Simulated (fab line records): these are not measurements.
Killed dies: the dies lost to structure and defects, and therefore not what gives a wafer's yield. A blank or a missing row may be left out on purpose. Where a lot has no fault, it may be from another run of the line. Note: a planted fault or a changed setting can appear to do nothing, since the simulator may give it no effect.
A lot that was struck, set against a sound lot | flow ritCmos | 34 steps out of a route of 202
Sound: wafers L655.1, L655.2, L655.5. Wafers struck: L668.2, L668.4, L668.5. The cause is given at the end.
For every step that has rows: the tool of each side, followed by ch and its chambers, followed by its first start. Under that, the readings that differ: sound wafers | struck wafers | difference of the means | sigmas: that difference in standard deviations of wafers without a fault.
alike: readings whose means differ by less than 2 such deviations, and words and numbers that are the same on both sides. not compared: withheld readings, readings that some wafer has no value for, bounds like >300 that may hide the same value, and numbers for which the record gives no deviation and whose values overlap.
A row with sigmas, a row that says differs or no value, or rows on one side alone: a step with any of these is where the two part. Numbers that have no deviation but don't overlap get no sigmas and don't part them. A reading missing from all wafers of one side parts the sides only when that side holds two or more wafers.

RIT_PLDD_OVL_MEAS_06:
  struck on overlay-02, day 8 00:31; sound on overlay-02, day 4 22:26
  alike: PLDD_OVL
then, 2 steps without rows for these wafers: RIT_PLDD_HARDBAKE_07 (time 60 s); RIT_PLDD_IMPLANT_08.
RIT_PLDD_STRIP_09: strips in O2, time 180 s.
  sound on plasmaAsher-02 ch 0,1, day 4 22:46; struck on plasmaAsher-02 ch 0,1, day 8 00:50
  alike: drypumpMotorCurrentA
  not compared: rfHoursCounterH
RIT_PLDD_TW_MEAS_10:
  struck on filmMetro-01, day 8 01:02; sound on filmMetro-01, day 4 22:56
  alike: PLDD_TW
then, 4 steps without rows for these wafers: RIT_SPACER_CLEAN_00 (cleans in SC1, time 600 s); RIT_SPACER_CLEAN_01 (cleans in dHF, time 30 s); RIT_SPACER_CLEAN_02 (cleans in SC2, time 600 s); RIT_SPACER_CVD_03 (deposits Si3N4 from SiH2Cl2/NH3, target thk 250 nm, time 3300 s).
RIT_SPACER_THK_MEAS_04:
  struck on filmMetro-03, day 8 03:22; sound on filmMetro-04, day 5 01:17
  alike: SPACER_NITRIDE_THK
RIT_SPACER_ETCHBACK_05: etches Si3N4 in SF6/CHF3, stops on SiO2, target depth 250 nm, time 240 s.
  sound on rieDiel-01 ch 1,3, day 5 01:20; struck on rieDiel-01 ch 0,1,2, day 8 03:25
  alike: drypumpMotorCurrentA, oesProductAu, throttleValvePct
  not compared: rfHoursCounterH
then, 1 step without rows for these wafers: RIT_NSD_HMDS_00 (prime time 60 s).
RIT_NSD_COAT_01: resist thk 1000 nm.
  sound on lithoTrack-03 ch 0, day 5 01:38; struck on lithoTrack-01, day 8 03:45
  no value came back on the struck wafers for chillPlateTempC (C), dispensePressureKPa (kPa); on the sound wafers chillPlateTempC (C) reads 23.08 22.92 23.22
then, 4 steps without rows for these wafers: RIT_NSD_SOFTBAKE_02 (time 60 s); RIT_NSD_EXPOSE_03 (exposes mask M9, target cd 40700 nm); RIT_NSD_PEB_04; RIT_NSD_DEVELOP_05 (develop time 50 s).
RIT_NSD_OVL_MEAS_06:
  struck on overlay-01, day 8 04:26; sound on overlay-01, day 5 02:20
reading      | sound          | struck | difference                    | sigmas
NSD_OVL (nm) | -2.0 -5.2 -2.8 | - - -  | no value on the struck wafers | 
then, 2 steps without rows for these wafers: RIT_NSD_HARDBAKE_07 (time 60 s); RIT_NSD_IMPLANT_08.
RIT_NSD_STRIP_09: strips in O2, time 180 s.
  sound on plasmaAsher-01 ch 0,1, day 5 02:41; struck on plasmaAsher-01 ch 0,1, day 8 04:46
  alike: drypumpMotorCurrentA
  not compared: rfHoursCounterH
RIT_NSD_TW_MEAS_10:
  struck on filmMetro-03, day 8 04:56; sound on filmMetro-04, day 5 02:51
reading | sound          | struck         | difference | sigmas
NSD_TW  | 3144 3139 3155 | 3093 3088 3096 | -54        | -3
then, 6 steps without rows for these wafers: RIT_PSD_HMDS_00 (prime time 60 s); RIT_PSD_COAT_01 (resist thk 1000 nm); RIT_PSD_SOFTBAKE_02 (time 60 s); RIT_PSD_EXPOSE_03 (exposes mask M10, target cd 40900 nm); RIT_PSD_PEB_04; RIT_PSD_DEVELOP_05 (develop time 50 s).
RIT_PSD_OVL_MEAS_06:
  struck on overlay-01, day 8 05:58; sound on overlay-02, day 5 03:53
  alike: PSD_OVL
then, 2 steps without rows for these wafers: RIT_PSD_HARDBAKE_07 (time 60 s); RIT_PSD_IMPLANT_08.
RIT_PSD_STRIP_09: strips in O2, time 180 s.
  sound on plasmaAsher-03 ch 0,1, day 5 04:21; struck on plasmaAsher-03 ch 0,1, day 8 06:26
  alike: drypumpMotorCurrentA
  not compared: rfHoursCounterH
RIT_PSD_TW_MEAS_10:
  struck on filmMetro-01, day 8 06:51; sound on filmMetro-01, day 5 04:32
reading | sound          | struck         | difference | sigmas
PSD_TW  | 3461 3440 3451 | 3614 3639 3621 | +174       | +7
  not compared: hold
RIT_M1_PROBE_99:
  struck on prober-01, day 8 18:23; sound on prober-01, day 5 13:11
reading          | sound | struck                                                            | difference                   | sigmas
hold             | - - - | awaitDispo/1.4h/scrap awaitDispo/1.4h/scrap awaitDispo/1.4h/scrap | no value on the sound wafers | 
killedAtFrontEnd | 5 6 8 | 264 264 264                                                       | +258                         | +86
killedDies       | 5 6 8 | 264 264 264                                                       | +258                         | +86
killedOnRim      | 2 2 3 | 70 70 70                                                          | +68                          | +45
  alike: killedAtContacts, killedOpen, killedShort

## WHERE THEY PART
At RIT_NSD_COAT_01 first; at RIT_M1_PROBE_99 last (within this record only).

WHY: what the simulator had put in
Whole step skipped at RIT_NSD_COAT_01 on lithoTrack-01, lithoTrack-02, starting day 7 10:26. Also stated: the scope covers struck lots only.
